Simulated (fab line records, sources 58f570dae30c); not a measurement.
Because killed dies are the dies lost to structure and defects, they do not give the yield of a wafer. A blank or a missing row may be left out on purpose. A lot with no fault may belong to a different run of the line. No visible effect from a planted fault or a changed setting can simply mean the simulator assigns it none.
Lot-split experiment	flow berkeley_cmos170	23 wafers read from 5 lots, route of 331 steps

ABOUT THE SPLIT
At UCB170_NLDD_EXPOSE_03 (exposes mask NSELECT, target cd 1200 nm), the setting dose_mj was moved away from the recipe's 30 on 9 of the 23 wafers read, by -6.0% to +6.6%. This setting was run at the recipe's value on the other wafers.

FROM THE SPLIT TO THE READING: what the file shows between them, 2 steps
- UCB170_NLDD_PEB_04
- UCB170_NLDD_DEVELOP_05: develop time 45 s

THE READING
At UCB170_NLDD_CD_MEAS_06: cd_nm in nanometres, against a target cd of 1200 nm. Typical for fault-free wafers on this fab line: 1199.9 nm, with standard deviation 1.8 nm.

wafer	tool, chamber at the split	dose_mj as run	against the recipe	cd_nm, nm	against lot-mates on the recipe
L079.1	krf_scanner-02, 0	30	recipe	1200.8	-
L079.2	krf_scanner-02, 0	30	recipe	1200.3	-
L079.3	krf_scanner-02, 0	31.99	+6.6%	1212.5	+12.0
L079.4	krf_scanner-02, 0	31.99	+6.6%	1211.6	+11.0
L079.5	krf_scanner-02, 0	31.99	+6.6%	1210.9	+10.4
L078.1	krf_scanner-02, 0	30	recipe	1198.2	-
L078.3	krf_scanner-02, 0	30	recipe	1198.6	-
L078.4	krf_scanner-02, 0	28.2	-6.0%	1188.2	-10.3
L078.5	krf_scanner-02, 0	30	recipe	1198.6	-
L078.6	krf_scanner-02, 0	28.2	-6.0%	1187.3	-11.2
L080.1	krf_scanner-01, 0	30	recipe	1204.1	-
L080.4	krf_scanner-01, 0	30	recipe	1204.7	-
L080.6	krf_scanner-01, 0	30	recipe	1202.6	-
L081.2	krf_scanner-01, 0	30	recipe	1201.5	-
L081.3	krf_scanner-01, 0	30	recipe	1201.4	-
L081.4	krf_scanner-01, 0	30	recipe	1201.3	-
L081.5	krf_scanner-01, 0	31.35	+4.5%	1208.4	+7.0
L081.6	krf_scanner-01, 0	31.35	+4.5%	1209.7	+8.3
L083.1	krf_scanner-02, 0	30	recipe	1197.7	-
L083.3	krf_scanner-02, 0	30	recipe	1197.3	-
L083.4	krf_scanner-02, 0	28.64	-4.5%	1190.2	-7.4
L083.5	krf_scanner-02, 0	28.64	-4.5%	1189.8	-7.8
L083.6	krf_scanner-02, 0	30	recipe	1197.8	-

FIT RESULTS
A straight line over all 23 wafers: cd_nm changes by +1.93 nm for each +1% of dose_mj; r = +0.96; the points scatter about the line by 2 nm.
The same after taking each lot's own level away (the mean of its wafers on the recipe; 23 wafers): +1.71 nm for each +1%; r = +1.00; scatter 0.53 nm.
The reading moves by 11 nm for the largest change in dose_mj, on that fit.
The span of the lots' own levels, 1197.60 to 1203.80 nm, comes to 3.4 times the standard deviation stated above.
Thus the slope moves with the lot-to-lot level: the two fits are different.
Check: with one of the wafers moved furthest among these (+6.6%) left out of the fit, the line predicts +11.1 nm for it against its lot-mates. It came out at +12 nm against them.

FURTHER SPLITS ON THESE WAFERS
Before the reading, these wafers also passed through other splits. Each is held against what the fit with the lots' levels taken away leaves over:
other split on the same wafers	wafers away from the commonest value	r with cd_nm (lot level and that fit taken away)
UCB170_START_OXIDATION_02 temp_c	10	+0.05
UCB170_ACTIVE_EXPOSE_10 dose_mj	4	-0.03
UCB170_PFIELD_COAT_01 spin_rpm	6	-0.19
UCB170_FIELD_OXIDATION_01 temp_c	10	+0.16
UCB170_PVT_DEVELOP_05 dev_temp_c	8	-0.07
UCB170_PLDD_IMPLANT_08 energy_kev	10	+0.05

THE FILE'S OWN FIT
cd_nm changes by +1.72 nm for each +1% of dose_mj, r = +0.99.
